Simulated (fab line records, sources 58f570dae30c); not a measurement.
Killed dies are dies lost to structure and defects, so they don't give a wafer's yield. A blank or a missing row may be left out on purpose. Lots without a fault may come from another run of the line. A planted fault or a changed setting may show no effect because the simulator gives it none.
One fault seen from 2 desks | flow berkeley_cmos170 | each desk has only its own numbers; what lay behind them comes last

THE METROLOGY DESK
What the gauges read, lot by lot, whatever tool the lot ran on: means of the sampled wafers that have a number. A lot is out of limits, marked OUT, if its mean lies more than 4 standard deviations from the usual mean; the brackets give that distance.
Columns: A = NVT_TW at UCB170_NVT_TW_MEAS_09, usual 518.6; B = cd_nm at UCB170_CONTACT_CD_MEAS_15, usual 700.0 nm; C = M2_AL_RS at UCB170_M2_RS_MEAS_02, usual 0.0320 ohm/sq
lot  | first seen here | A                | B     | C
L340 | day 6 01:46     | 517.8            | 701.9 | 0.0323
L341 | day 6 19:55     | 515.3            | 699.0 | 0.0328
L345 | day 7 20:31     | 516.0            | 699.9 | 0.0323
L346 | day 8 01:13     | 520.2            | 700.7 | 0.0316
L347 | day 8 01:19     | 518.3            | 700.4 | 0.0313
L348 | day 8 01:27     | 518.7            | 699.5 | 0.0319
L349 | day 8 10:38     | 520.8            | 701.9 | 0.0316
L351 | day 8 20:17     | 520.7            | 700.2 | 0.0319
L352 | day 8 20:33     | 517.6            | 702.1 | 0.0318
L353 | day 9 10:19     | 518.1            | 700.3 | 0.0320
L355 | day 10 00:11    | 516.9            | 699.1 | 0.0322
L356 | day 10 00:34    | 536.3 (+7.1) OUT | 700.2 | 0.0319
L361 | day 10 15:05    | 534.6 (+6.4) OUT | 702.8 | 0.0316
L359 | day 10 15:37    | 534.0 (+6.2) OUT | 699.5 | 0.0317
L363 | day 11 04:14    | 519.1            | 697.4 | 0.0320
This desk's finding: out of limits on L356, L359, L361; first on L356, day 10 00:34 (NVT_TW at UCB170_NVT_TW_MEAS_09). In limits: L340, L341, L345, L346, L347, L348, L349, L351, L352, L353, L355, L363.

THE TOOL OWNER'S DESK: implanter-02
The tool's own readings at UCB170_NVT_IMPLANT_07: means of the sampled wafers that have a number, for each lot that ran on this tool. A lot is out of limits, marked OUT, if its mean lies more than 4 standard deviations from the usual mean; the brackets give that distance.
Columns: A = dose_ions_cm2 at UCB170_NVT_IMPLANT_07, usual 3.0005e+12; B = faraday_current_uA at UCB170_NVT_IMPLANT_07, usual 9.49
lot  | first seen here | A                            | B
L345 | day 7 20:17     | 3.0035e+12                   | 9.35
L347 | day 8 01:05     | 3.0018e+12                   | 9.60
L349 | day 8 10:23     | 3.0010e+12                   | 9.41
L351 | day 8 20:02     | 3.0017e+12                   | 9.55
L353 | day 9 10:04     | 3.0006e+12                   | 9.43
L356 | day 10 00:21    | 3.3012e+12 (+99 or more) OUT | 10.40 (+4.8) OUT
L361 | day 10 14:52    | 3.3045e+12 (+99 or more) OUT | 10.45 (+5.1) OUT
L359 | day 10 15:22    | 3.3019e+12 (+99 or more) OUT | 10.44 (+5.0) OUT
This desk's finding: out of limits on L356, L359, L361; first on L356, day 10 00:21 (dose_ions_cm2 at UCB170_NVT_IMPLANT_07). In limits: L345, L347, L349, L351, L353.

PUT TOGETHER
The tool owner's desk could have raised an alarm at day 10 00:21, on L356, L359, L361.
The metrology desk could have raised an alarm at day 10 00:34, on L356, L359, L361.
Of the lots named, all ran UCB170_NVT_IMPLANT_07 on implanter-02.

WHAT THE SIMULATOR HAD PUT IN
Process parameter drift: implanter-02, from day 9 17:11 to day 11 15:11, at UCB170_NVT_IMPLANT_07. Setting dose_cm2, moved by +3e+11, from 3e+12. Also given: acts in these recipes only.
Lots struck among those shown: L356, L359, L361.
Hours from the fault's start to each desk's first reading out of limits: the tool owner's desk, 7; the metrology desk, 7.
